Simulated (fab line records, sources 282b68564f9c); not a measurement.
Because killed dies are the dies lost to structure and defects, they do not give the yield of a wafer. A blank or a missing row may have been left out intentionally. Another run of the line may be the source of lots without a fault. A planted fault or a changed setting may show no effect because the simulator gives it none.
fab line records -- flow ritCmos
record: lots: 5, wafers: 15, lastDay: 6
route steps=202 shown NLDD@105 PLDD@114 SPACER@125 M1@202
lots with no fault: from the same line, run without faults
startH: hours from the record's opening day to when the first of the lot's shown wafers began -- waitH: how many hours have passed since the lot's step before this one -- " unchanged from the row above -- L1.1+2: a single row standing in for several wafers -- - no value, or no start given -- * or withheld: withheld -- < > ~ a bound
route shown NAME@n: NAME is a module with steps in the file, n the number in the route of the first one -- usual: mean/standard deviation taken from wafers without a fault -- same: alike in all rows -- chamber/n: place in a boat -- sites: per-site readings -- _std_site: standard deviation across them -- _edge_site: outer sites' mean less inner sites' -- radiusMm: for every site, how far away it sits from the centre of the wafer -- mask NAME#n: copy n -- behind: the last tool/chamber to shape the wafer -- hold: what put the lot on hold/how long, in hours/how the hold closed -- device: the n, p or np transistor that did not switch -- end of line: tests run on the same wafers once the route is complete -- a step given without rows: its recipe and nothing more -- killed: the dies lost at the first sort to structure and to defects; this is not the yield of the wafer -- map: per-die view of a wafer (x killed, . not killed, _ where there is no die)
set.NAME: the setting as run; set.NAME@STEP: as run at that earlier step -- model.NAME: the simulator's own value behind a step, which no gauge read
lots at some steps of the route; a table a step, a row a wafer
services: when a tool's chamber went out of use (startH, in hours from the record's first day, below 0 if earlier), for how many hours, and the reason
== steps ==
step: RIT_NLDD_SOFTBAKE_02
recipe: resist: NOVOLAK, tempC: 90, timeS: 60
step: RIT_NLDD_EXPOSE_03
recipe: maskId: M7, na: 0.57, targetCdNm: 40700, doseMj: 250
step: RIT_NLDD_PEB_04
recipe: resist: NOVOLAK, tempC: withheld, timeS: withheld
step: RIT_NLDD_DEVELOP_05
recipe: resist: NOVOLAK, developTimeS: 50, devTempC: 23
step: RIT_NLDD_OVL_MEAS_06
usual: NLDD_OVL: 0.1/1.2
lot.wafer,tool,chamber,startH,waitH,NLDD_OVL[nm]
L903.2,overlay-01,-,71.12,-,-1.5
L903.4,overlay-01,-,71.12,-,-2.8
L903.6,overlay-01,-,71.12,-,-1.5
L912.1,overlay-01,-,116.76,-,1.1
L912.4,overlay-01,-,116.76,-,2.5
L912.5,overlay-01,-,116.76,-,1.4
L913.2,overlay-01,-,122.58,-,1.6
L913.3,overlay-01,-,122.58,-,0.8
L913.6,overlay-01,-,122.58,-,1.4
L914.2,overlay-02,-,126.63,-,1.1
L914.5,overlay-02,-,126.63,-,-0.6
L914.6,overlay-02,-,126.63,-,0.8
L915.1,overlay-02,-,131.23,-,-0.5
L915.2,overlay-02,-,131.23,-,-0.7
L915.3,overlay-02,-,131.23,-,-0.2
step: RIT_NLDD_HARDBAKE_07
recipe: resist: NOVOLAK, tempC: 140, timeS: 60
step: RIT_NLDD_IMPLANT_08
recipe: species: P, energyKev: 20, doseCm2: 5e+14, tiltDeg: 7
step: RIT_NLDD_STRIP_09
recipe: chemistry: O2, timeS: 180, resist: NOVOLAK, platenTempC: withheld, powerW: 500, pressureMtorr: 4000, o2FlowSccm: 4000
usual: drypumpMotorCurrentA: 5.6/0.3
lot.wafer,tool,chamber,startH,waitH,drypumpMotorCurrentA,rfHoursCounterH
L903.2,plasmaAsher-03,0,71.45,0.1,5.5,27
L903.4,plasmaAsher-03,0,71.45,0.1,5.5,-
L903.6,plasmaAsher-03,0,71.45,0.1,5.5,-
L912.1,plasmaAsher-03,1,117.10,0.1,5.4,32
L912.4,plasmaAsher-03,0,117.10,0.1,5.5,-
L912.5,plasmaAsher-03,1,117.10,0.1,5.4,-
L913.2,plasmaAsher-02,1,122.91,0.1,5.8,51
L913.3,plasmaAsher-02,1,122.91,0.1,5.8,-
L913.6,plasmaAsher-02,1,122.91,0.1,5.8,-
L914.2,plasmaAsher-04,0,126.96,0.1,5.4,1
L914.5,plasmaAsher-04,1,126.96,0.1,6.4,-
L914.6,plasmaAsher-04,0,126.96,0.1,5.4,-
L915.1,plasmaAsher-03,1,131.56,0.1,5.4,34
L915.2,plasmaAsher-03,0,131.56,0.1,5.5,34
L915.3,plasmaAsher-03,0,131.56,0.1,5.5,-
step: RIT_NLDD_TW_MEAS_10
usual: NLDD_TW: 2483/16
lot.wafer,tool,chamber,startH,waitH,NLDD_TW
L903.2,filmMetro-04,-,71.64,0.1,2466
L903.4,filmMetro-04,-,71.64,0.1,2469
L903.6,filmMetro-04,-,71.64,0.1,2457
L912.1,filmMetro-04,-,117.27,0.1,2465
L912.4,filmMetro-04,-,117.27,0.1,2470
L912.5,filmMetro-04,-,117.27,0.1,2464
L913.2,filmMetro-02,-,123.10,0.1,2498
L913.3,filmMetro-02,-,123.10,0.1,2496
L913.6,filmMetro-02,-,123.10,0.1,2496
L914.2,filmMetro-04,-,127.14,0.1,2456
L914.5,filmMetro-04,-,127.14,0.1,2454
L914.6,filmMetro-04,-,127.14,0.1,2463
L915.1,filmMetro-01,-,131.74,0.1,2491
L915.2,filmMetro-01,-,131.74,0.1,2488
L915.3,filmMetro-01,-,131.74,0.1,2493
step: RIT_PLDD_HMDS_00
recipe: primeTimeS: 60, primeTempC: 140
step: RIT_PLDD_COAT_01
recipe: resist: NOVOLAK, spinRpm: 3250, resistThkNm: 1000
step: RIT_PLDD_SOFTBAKE_02
recipe: resist: NOVOLAK, tempC: 90, timeS: 60
step: RIT_PLDD_EXPOSE_03
recipe: maskId: M8, na: 0.57, targetCdNm: 40900, doseMj: 250
lot.wafer,tool,chamber,startH,waitH,mask
L903.2+4+6,ilineStepper-02,0,72.16,0.1,M8#0
L912.1+4+5,ilineStepper-01,0,117.78,0.1,M8#0
L913.2+3+6,ilineStepper-02,0,123.74,0.2,M8#0
L914.2+5+6,ilineStepper-02,0,127.66,0.1,M7#0
L915.1+2+3,ilineStepper-01,0,132.45,0.2,M8#0
step: RIT_PLDD_PEB_04
recipe: resist: NOVOLAK, tempC: withheld, timeS: withheld
step: RIT_PLDD_DEVELOP_05
recipe: resist: NOVOLAK, developTimeS: 50, devTempC: 23
step: RIT_PLDD_OVL_MEAS_06
usual: PLDD_OVL: 0.8/1.3
lot.wafer,tool,chamber,startH,waitH,PLDD_OVL[nm]
L903.2,overlay-01,-,72.54,-,0.4
L903.4,overlay-01,-,72.54,-,2.4
L903.6,overlay-01,-,72.54,-,2.5
L912.1,overlay-01,-,118.18,-,1.1
L912.4,overlay-01,-,118.18,-,-0.7
L912.5,overlay-01,-,118.18,-,0.3
L913.2,overlay-01,-,124.13,-,1.9
L913.3,overlay-01,-,124.13,-,0.2
L913.6,overlay-01,-,124.13,-,2.4
L914.2,overlay-02,-,128.05,-,-
L914.5,overlay-02,-,128.05,-,-
L914.6,overlay-02,-,128.05,-,-
L915.1,overlay-02,-,132.85,-,0.5
L915.2,overlay-02,-,132.85,-,2.5
L915.3,overlay-02,-,132.85,-,0.3
step: RIT_PLDD_HARDBAKE_07
recipe: resist: NOVOLAK, tempC: 140, timeS: 60
step: RIT_PLDD_IMPLANT_08
recipe: species: BF2, energyKev: 20, doseCm2: 9e+14, tiltDeg: 7
step: RIT_PLDD_STRIP_09
recipe: chemistry: O2, timeS: 180, resist: NOVOLAK, platenTempC: withheld, powerW: 500, pressureMtorr: 4000, o2FlowSccm: 4000
usual: drypumpMotorCurrentA: 5.61/0.19
lot.wafer,tool,chamber,startH,waitH,drypumpMotorCurrentA,rfHoursCounterH
L903.2,plasmaAsher-01,1,72.87,0.1,5.42,44
L903.4,plasmaAsher-01,0,72.87,0.1,5.90,-
L903.6,plasmaAsher-01,0,72.87,0.1,5.90,-
L912.1,plasmaAsher-02,0,118.52,0.1,5.61,50
L912.4,plasmaAsher-02,0,118.52,0.1,5.61,-
L912.5,plasmaAsher-02,1,118.52,0.1,5.76,-
L913.2,plasmaAsher-02,1,124.46,0.1,5.75,51
L913.3,plasmaAsher-02,0,124.46,0.1,5.63,-
L913.6,plasmaAsher-02,0,124.46,0.1,5.63,-
L914.2,plasmaAsher-01,0,128.38,0.1,5.89,50
L914.5,plasmaAsher-01,1,128.38,0.1,5.43,-
L914.6,plasmaAsher-01,0,128.38,0.1,5.88,-
L915.1,plasmaAsher-03,0,133.18,0.1,5.51,34
L915.2,plasmaAsher-03,1,133.18,0.1,5.40,34
L915.3,plasmaAsher-03,1,133.18,0.1,5.41,-
step: RIT_PLDD_TW_MEAS_10
usual: PLDD_TW: 2346/15
lot.wafer,tool,chamber,startH,waitH,PLDD_TW
L903.2,filmMetro-04,-,73.06,0.1,2342
L903.4,filmMetro-04,-,73.06,0.1,2334
L903.6,filmMetro-04,-,73.06,0.1,2332
L912.1,filmMetro-02,-,118.69,0.1,2348
L912.4,filmMetro-02,-,118.69,0.1,2341
L912.5,filmMetro-02,-,118.69,0.1,2357
L913.2,filmMetro-01,-,124.65,0.1,2349
L913.3,filmMetro-01,-,124.65,0.1,2344
L913.6,filmMetro-01,-,124.65,0.1,2358
L914.2,filmMetro-01,-,128.56,0.1,30
L914.5,filmMetro-01,-,128.56,0.1,30
L914.6,filmMetro-01,-,128.56,0.1,30
L915.1,filmMetro-02,-,133.36,0.1,2353
L915.2,filmMetro-02,-,133.36,0.1,2352
L915.3,filmMetro-02,-,133.36,0.1,2346
step: RIT_SPACER_CLEAN_00
recipe: chemistry: SC1, mix: 3:3:50, timeS: 600, tempC: 75
step: RIT_M1_PROBE_99
usual: killed_at_M0_to_M3: 0.0/0.12, killedAtFrontEnd: 6.8/2.7, killedDies: 6.8/2.7, killedOnRim: 1.7/1.2, killedOpen: 3.4/1.8, killedShort: 3.5/1.7
same: grossDies: 264, killed_at_M4_up: 0, killedAtBackSide: 0, killedAtContacts: 0, killedAtOther: 0
lot.wafer,tool,chamber,startH,waitH,killed_at_M0_to_M3,killedAtFrontEnd,killedDies,killedOnRim,killedOpen,killedShort
L913.6,prober-01,-,138.56,0.2,0,7,7,2,5,2
L914.2,prober-01,-,142.15,0.1,0,264,264,70,0,1
L914.5,prober-01,-,142.30,0.2,0,264,264,70,1,4
L914.6,prober-01,-,142.35,0.2,0,264,264,70,2,3
L915.1,prober-01,-,146.85,0.1,0,5,5,0,3,2
L915.2,prober-01,-,146.90,0.1,0,9,9,2,3,6
L915.3,prober-01,-,146.95,0.2,1,6,7,2,4,3
killed by level:class
L913.6 FOX1:geometricParticle:open=3 GATE:geometricParticle:short=1 REOX:geometricParticle:open=1 SPACER:geometricParticle:short=1 SPACER:geometricParticle:open=1
L914.2 PLDD:areaExpose=263 SPACER:geometricParticle:short=1
L914.5 PLDD:areaExpose=259 GATE:geometricParticle:short=3 GATE:geometricParticle:open=1 SILICIDE:geometricParticle:short=1
L914.6 PLDD:areaExpose=259 GATE:geometricParticle:open=2 GATE:geometricParticle:short=1 REOX:geometricParticle:short=1 SILICIDE:geometricParticle:short=1
L915.1 GATE:geometricParticle:open=2 FOX1:geometricParticle:short=1 FOX1:geometricParticle:open=1 REOX:geometricParticle:short=1
L915.2 GATE:geometricParticle:short=2 REOX:geometricParticle:short=2 FOX1:geometricParticle:short=1 GATE:geometricParticle:open=1 REOX:geometricParticle:open=1 SPACER:geometricParticle:open=1 SPACER:geometricParticle:short=1
L915.3 FOX1:geometricParticle:open=2 GATE:geometricParticle:open=1 SILICIDE:geometricParticle:short=1 REOX:geometricParticle:short=1 SPACER:geometricParticle:open=1 M1:geometricParticle:short=1
map L914.2 (x killed, . not)
________xxxxxxx_______
_____xxxxxxxxxxxxx____
____xxxxxxxxxxxxxxx___
___xxxxxxxxxxxxxxxxx__
__xxxxxxxxxxxxxxxxxxx_
__xxxxxxxxxxxxxxxxxxx_
_xxxxxxxxxxxxxxxxxxxxx
_xxxxxxxxxxxxxxxxxxxxx
_xxxxxxxxxxxxxxxxxxxxx
_xxxxxxxxxxxxxxxxxxxxx
__xxxxxxxxxxxxxxxxxxx_
__xxxxxxxxxxxxxxxxxxx_
___xxxxxxxxxxxxxxxxx__
____xxxxxxxxxxxxxxx___
_____xxxxxxxxxxxxx____
________xxxxxxx_______
map L903.4 (x killed, . not)
________.....x._______
_____....x........____
____............x..___
___.................__
__..................._
__..................._
_.....................
_.....................
_....................x
_.....................
__............x......_
__..................._
___.................__
____...............___
_____.............____
________......._______
== services ==
tool,chamber,startH,hours,kind
plasmaAsher-04,-,78.79,21.3,repair
plasmaAsher-04,-,108.75,9.0,pm
plasmaAsher-04,0,108.75,9.0,ventCycle
plasmaAsher-04,1,108.75,9.0,ventCycle
plasmaAsher-04,0,117.75,-,clean
plasmaAsher-04,1,117.75,-,clean
plasmaAsher-02,-,126.35,4.3,pm
== key ==
firstSign: step: RIT_PLDD_EXPOSE_03, reading: mask, direction: changed
effect: step: RIT_PLDD_OVL_MEAS_06, reading: PLDD_OVL, direction: missing
effect: step: RIT_PLDD_TW_MEAS_10, reading: PLDD_TW, direction: down, sigmas: 99+, usual: 2346, struck: 30
effect: step: RIT_M1_PROBE_99, reading: killedAtFrontEnd, direction: up, sigmas: 94, usual: 6.8, struck: 264
moreKillsBornAt: RIT_PLDD_EXPOSE_03@ilineStepper-02: 781
metAt RIT_PLDD_EXPOSE_03
struckWafers L914.2,L914.5,L914.6
testerLeftOut L914
onsetBetween 123.74 127.66
fault: kind: wrongMask, tool: any, chamber: -, onsetH: 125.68, steps: RIT_PLDD_EXPOSE_03, auxCopy: M7#0, scope: struckLotsOnly
testerLeftOut: of these lots the tester's yield and bins aren't shown, on N5 and GAA mostly nor the transistor test; their killed dies are dies lost to structure and defects alone, not to doping, threshold or leakage, so they don't give the yield
